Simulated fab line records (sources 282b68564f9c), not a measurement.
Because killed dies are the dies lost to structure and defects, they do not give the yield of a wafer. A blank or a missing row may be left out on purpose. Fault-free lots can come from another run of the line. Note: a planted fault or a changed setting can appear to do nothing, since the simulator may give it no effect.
Matching of chambers    flow rit cmos    rie si-01 running RIT_GATE_ETCH_19: 4 sister chambers
The step etches poly-Si in SF6/CHF3/O2, stops on SiO2, time 165 s, target depth 312.5 nm. 8 wafers are shown with their chamber, then 7 later ones without.

WAFERS, EACH WITH ITS CHAMBER
wafer   chamber  throttle valve pct (%)  drypump motor current A (A)
L864.5  3        10.50                   6.1
L866.1  3        10.51                   6.1
L866.2  1        10.11                   5.6
L866.6  0        10.23                   5.2
L872.3  1        10.09                   5.6
L872.5  2        9.99                    5.7
L878.1  0        10.23                   5.2
L878.3  2        9.98                    5.8

WAFERS WITHOUT THEIR CHAMBER
wafer   throttle valve pct (%)  drypump motor current A (A)
L878.5  10.23                   5.2
L880.3  10.23                   5.2
L880.5  10.50                   6.1
L880.6  10.00                   5.8
L882.3  10.11                   5.6
L882.4  10.51                   6.1
L882.6  10.22                   5.2

THE CHAMBER EACH PASSED THROUGH
wafer   from the rows above  in truth
L878.5  0                    0
L880.3  0                    0
L880.5  3                    3
L880.6  2                    2
L882.3  1                    1
L882.4  3                    3
L882.6  0                    0
7 of 7 placed correctly. Number that these rows cannot place: 0. Number placed wrongly: 0.
How it was worked out, from the rows above alone: a wafer's distance from a chamber is the root of the sum, over the readings, of the square of ((its reading less the chamber's mean) divided by the reading's scatter). If the next closest chamber is less than 2 further off than the closest, the wafer can't be placed; otherwise it belongs to the closest. Each chamber's mean is taken over the wafers shown for it. The scatter is the square root of a quotient: the sum, over the shown wafers, of each reading's squared deviation from its chamber's mean, divided by wafers minus chambers.
